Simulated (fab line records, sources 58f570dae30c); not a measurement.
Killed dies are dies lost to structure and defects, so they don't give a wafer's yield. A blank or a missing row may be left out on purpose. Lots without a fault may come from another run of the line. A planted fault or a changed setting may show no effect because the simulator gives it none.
Which tool did it? | flow berkeley_cmos170 | 15 lots, 45 wafers sampled, at 5 steps of a route of 331

WHAT THE GAUGES READ, wafer by wafer
UCB170_START_THK_MEAS_03.
lot  | measured    | on            | START_OXIDE_THK (nm)
L687 | day 1 17:31 | film_metro-01 | 20.2 20.4 20.4
L688 | day 1 17:31 | film_metro-02 | 20.3 20.1 20.1
L689 | day 1 23:45 | film_metro-02 | 20.2 20.2 20.1
L690 | day 2 09:24 | film_metro-04 | 32.1 32.1 32.2
L692 | day 2 22:43 | film_metro-01 | 31.4 31.1 30.9
L694 | day 3 02:55 | film_metro-04 | 30.7 30.4 31.3
L702 | day 4 16:43 | film_metro-01 | 20.2 20.2 20.5
L703 | day 4 23:10 | film_metro-01 | 19.3 19.4 19.4
L704 | day 5 02:55 | film_metro-01 | 19.9 20.1 19.8
L705 | day 5 09:20 | film_metro-01 | 20.0 20.1 19.8
L706 | day 5 13:47 | film_metro-01 | 19.4 19.5 19.2
L707 | day 5 19:12 | film_metro-02 | 20.7 20.4 20.4
L708 | day 5 23:42 | film_metro-02 | 20.2 20.1 20.5
L709 | day 6 05:52 | film_metro-01 | 20.3 20.4 20.4
L710 | day 6 11:22 | film_metro-04 | 20.3 20.3 20.4

UCB170_SILICIDE_RS_MEAS_02: measures by four-point-probe.
lot  | measured     | on            | SILICIDE_TI_RS (ohm/sq)
L687 | day 7 12:51  | film_metro-04 | 26.3 26.7 26.3
L688 | day 7 16:16  | film_metro-01 | 27.1 26.4 26.9
L689 | day 8 06:10  | film_metro-04 | 26.0 25.7 25.9
L690 | day 8 15:47  | film_metro-03 | 25.9 26.2 25.7
L692 | day 8 22:48  | film_metro-03 | 26.5 26.8 26.2
L694 | day 8 23:06  | film_metro-01 | 26.2 26.0 26.3
L702 | day 11 11:53 | film_metro-03 | 26.5 26.6 26.2
L703 | day 11 11:42 | film_metro-04 | 25.9 25.7 26.5
L704 | day 11 12:18 | film_metro-04 | 26.5 26.6 26.4
L705 | day 11 13:02 | film_metro-04 | 26.5 25.9 26.5
L706 | day 12 06:22 | film_metro-04 | 26.4 27.0 26.3
L707 | day 12 13:16 | film_metro-03 | 26.9 27.2 27.0
L708 | day 13 02:40 | film_metro-03 | 26.2 26.2 25.5
L709 | day 13 01:55 | film_metro-01 | 26.6 25.8 26.1
L710 | day 13 02:14 | film_metro-04 | 26.6 26.3 26.4

UCB170_CONTACT_THK_MEAS_02.
lot  | measured     | on            | CONTACT_PSG_THK (nm)
L687 | day 7 15:06  | film_metro-02 | 709 704 703
L688 | day 7 19:18  | film_metro-02 | 693 694 685
L689 | day 8 09:11  | film_metro-02 | 697 697 696
L690 | day 8 22:06  | film_metro-03 | 697 693 688
L692 | day 9 01:56  | film_metro-02 | 697 693 697
L694 | day 9 03:26  | film_metro-03 | 706 706 702
L702 | day 11 15:13 | film_metro-03 | 697 696 694
L703 | day 11 13:56 | film_metro-02 | 701 705 704
L704 | day 11 15:13 | film_metro-02 | 700 696 691
L705 | day 11 15:43 | film_metro-03 | 708 701 706
L706 | day 12 09:30 | film_metro-04 | 702 704 702
L707 | day 12 15:30 | film_metro-04 | 711 710 716
L708 | day 13 06:16 | film_metro-03 | 703 702 700
L709 | day 13 06:12 | film_metro-03 | 693 701 695
L710 | day 13 06:11 | film_metro-02 | 698 696 698

WHICH TOOL RAN EACH LOT (tool, then ch and the chambers of the sampled wafers, then the start)
lot  | UCB170_START_OXIDATION_02                                     | UCB170_PVT_STRIP_08
L687 | furnace-04 ch 0, day 1 16:01                                  | plasma_asher-04 ch 0,1, day 6 01:06
L688 | furnace-04 ch 0, day 1 16:01                                  | plasma_asher-04 ch 0,1, day 6 01:57
L689 | furnace-01 ch 0, day 1 22:14                                  | plasma_asher-04 ch 0,1, day 6 18:09
L690 | furnace-02 ch 0, day 2 04:44 and furnace-04 ch 0, day 2 07:53 | plasma_asher-01 ch 0,1, day 7 02:37
L692 | furnace-04 ch 0, day 2 15:28                                  | plasma_asher-01 ch 0,1, day 7 12:58
L694 | furnace-04 ch 0, day 2 22:38                                  | plasma_asher-03 ch 0,1, day 7 13:32
L702 | furnace-01 ch 0, day 4 15:13                                  | plasma_asher-04 ch 0,1, day 10 00:54
L703 | furnace-04 ch 0, day 4 21:39                                  | plasma_asher-04 ch 0,1, day 10 01:27
L704 | furnace-01 ch 0, day 5 01:25                                  | plasma_asher-03 ch 0,1, day 10 01:16
L705 | furnace-02 ch 0, day 5 07:50                                  | plasma_asher-03 ch 0,1, day 10 04:51
L706 | furnace-04 ch 0, day 5 12:17                                  | plasma_asher-04 ch 0,1, day 11 02:37
L707 | furnace-01 ch 0, day 5 17:41                                  | plasma_asher-04 ch 0,1, day 11 06:39
L708 | furnace-01 ch 0, day 5 22:11                                  | plasma_asher-03 ch 0,1, day 11 14:59
L709 | furnace-01 ch 0, day 6 04:22                                  | plasma_asher-04 ch 0,1, day 11 14:44
L710 | furnace-01 ch 0, day 6 09:52                                  | plasma_asher-03 ch 0, day 11 14:26
- UCB170_START_OXIDATION_02: target thk 20 nm, ox time 1800 s.
- UCB170_PVT_STRIP_08: strips in O2.

WHAT THE TOOLS THEMSELVES READ (means of the sampled wafers that have a number; where no wafer has one, the mark that the record gives instead)
UCB170_START_OXIDATION_02.
lot  | tool                  | zone_power_centre_pct (%) | zone_power_source_pct (%)
L687 | furnace-04            | 43                        | 30.0
L688 | furnace-04            | 43                        | 30.0
L689 | furnace-01            | 50                        | 30.2
L690 | furnace-02/furnace-04 | 42                        | 30.8
L692 | furnace-04            | 43                        | 30.2
L694 | furnace-04            | 43                        | 30.1
L702 | furnace-01            | 50                        | 30.0
L703 | furnace-04            | 43                        | 30.1
L704 | furnace-01            | 50                        | 30.2
L705 | furnace-02            | 40                        | 31.8
L706 | furnace-04            | 44                        | 29.9
L707 | furnace-01            | 50                        | 30.1
L708 | furnace-01            | 50                        | 30.1
L709 | furnace-01            | 50                        | 30.0
L710 | furnace-01            | 50                        | 30.1

UCB170_PVT_STRIP_08.
lot  | tool            | drypump_motor_current_A (A) | o2_flow_sccm (sccm) | oes_product_au (a.u.) | strip_time_to_endpoint_s (s)
L687 | plasma_asher-04 | 5.5                         | 399.7               | 0.735                 | 21.67
L688 | plasma_asher-04 | 6.0                         | 400.7               | 0.734                 | 21.58
L689 | plasma_asher-04 | 6.1                         | 401.2               | 0.735                 | 21.73
L690 | plasma_asher-01 | 5.9                         | 400.0               | 0.734                 | 21.68
L692 | plasma_asher-01 | 5.9                         | 399.3               | 0.735                 | 21.74
L694 | plasma_asher-03 | 5.3                         | 399.0               | 0.731                 | 21.72
L702 | plasma_asher-04 | 6.1                         | 400.8               | 0.734                 | 21.65
L703 | plasma_asher-04 | 5.5                         | 400.5               | 0.730                 | 21.66
L704 | plasma_asher-03 | 5.8                         | 400.7               | 0.733                 | 21.61
L705 | plasma_asher-03 | 5.3                         | 399.0               | 0.728                 | 21.58
L706 | plasma_asher-04 | 5.5                         | 400.5               | 0.738                 | 21.74
L707 | plasma_asher-04 | 6.1                         | 400.4               | 0.735                 | 21.68
L708 | plasma_asher-03 | 5.3                         | 399.9               | 0.735                 | 21.58
L709 | plasma_asher-04 | 5.5                         | 399.6               | 0.734                 | 21.63
L710 | plasma_asher-03 | 6.3                         | 400.4               | 0.734                 | 21.69

THE ANSWER, worked out from the rows above alone
Rule: what is usual is taken from the lots themselves. Put in order of their means at a reading, lots are off if they are a third of the lots or fewer, leave a main group of 4 or more, and stand apart from it by a gap of 3 or more times the standard deviation of the main group's means; of several such gaps the widest counts. A main group whose means are all the same, to the digits that the tables above print for the reading, isn't used. A lot without any number at a reading at which 4 lots or more have one is off too. The other lots that the step has rows for count as sound. The gauges are gone through in route order, then the tools' own readings, and for those a lot's mean is taken as printed above. The first step at which some lot is off is used, and at that step the reading that is off furthest; a lot without a number counts as furthest.
Off: L690, L692, L694, at UCB170_START_THK_MEAS_03 (START_OXIDE_THK). The main group: mean 20.1 nm, standard deviation 0.36.
A tool fits if, at a process step before that reading, it ran every lot that is off, and no sound lot after the first of them. The gauges at UCB170_START_THK_MEAS_03 are tried like those tools. None of those tried fits.

WHAT THE SIMULATOR HAD PUT IN
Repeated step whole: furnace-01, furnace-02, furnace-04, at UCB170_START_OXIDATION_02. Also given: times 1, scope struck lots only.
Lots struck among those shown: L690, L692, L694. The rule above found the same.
